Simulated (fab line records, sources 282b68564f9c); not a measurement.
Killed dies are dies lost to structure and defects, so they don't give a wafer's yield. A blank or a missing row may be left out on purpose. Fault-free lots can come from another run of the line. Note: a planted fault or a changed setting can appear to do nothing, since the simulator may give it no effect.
Problem report, 8D (eight disciplines) form, completed by code :: flow ritCmos :: the parts of the form that need people (team, actions taken, sign-off) are left out

## 1. THE PROBLEM
At RIT_M1_PROBE_99, killedDies averages 60.3 over 6 wafers from 2 lots, while fault-free wafers read 6.6, standard deviation 2.8. Measured from the usual mean, that is +19 standard deviations.
The first sign was on wafer L274.2 at day 5 17:31, on prober-01. At this step, 42 wafers from 14 lots have a number in the record. The rule behind "out" and "out of limits": a value lying over 4 standard deviations away from the usual mean. All remaining wafers that have a number are taken as sound.

## 2. WHAT IT IS, AND WHAT IT ISN'T
question: which readings at this step
is: killedDies, killedAtFrontEnd, killedOnRim
is not: killedOpen, killedShort

question: which lots
is: L274, L275
is not: L265, L266, L267, L268, L269, L270, L272, L279, L280, L283, L284, L288

question: which wafers of those lots
is: all that have a number
is not: -

question: read on which tools
is: prober-01, prober-02
is not: -

question: when
is: from day 5 17:31
is not: up to then (21 sound wafers); but 15 sound wafers of L279, L280, L283, L284, L288 came after

## 3. SUSPECTS, AND WHAT RULES EACH OUT
Counting: a tool at a process step up to the reading stays a suspect if it ran every lot that is out and no sound lot after the first of them.
- furnace-04 at RIT_FOX1_OXIDATION_00 (target thk 350.7 nm, ox time 1130 s): kept. Every lot that is out went through it, starting with L274 (day 3 19:13), and after that it ran no sound lot; the last sound lot it ran before then is L267 (day 2 05:37).
Remaining after the count: furnace-04 at RIT_FOX1_OXIDATION_00.

## 4. THE CAUSE (what the simulator had put in)
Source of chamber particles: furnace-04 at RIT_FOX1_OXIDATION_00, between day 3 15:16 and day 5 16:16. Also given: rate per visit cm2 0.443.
Counting left only this tool.

## 5. THE CHAIN OF EFFECTS, in route order
Each row: a reading where the mean over the struck wafers with a number is more than 3 standard deviations away from the usual. Only readings for which the record gives a usual standard deviation are gone through. hours: the time from each lot's start at the first step in this table that gives one to its start at this step, as a median over the lots. sigmas: the change in usual standard deviations.
hours: 0
step: RIT_M1_PROBE_99
reading: killedAtFrontEnd
usual: 6.5
on struck wafers: 60.0
change: +53.5
sigmas: +19

hours: 0
step: RIT_M1_PROBE_99
reading: killedDies
usual: 6.6
on struck wafers: 60.3
change: +53.7
sigmas: +19

hours: 0
step: RIT_M1_PROBE_99
reading: killedOnRim
usual: 1.7
on struck wafers: 15.3
change: +13.6
sigmas: +10
Process steps it contains:
- RIT_M1_PROBE_99

## 6. WHAT WOULD HAVE CAUGHT IT SOONER
The fault began at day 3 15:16; the first out-of-limits reading in this record came at day 5 17:31, 50 hours later.
Lots out: 2; all had begun RIT_FOX1_OXIDATION_00 on furnace-04 by day 5 17:31. Holding the tool at that point would not have protected any of them.
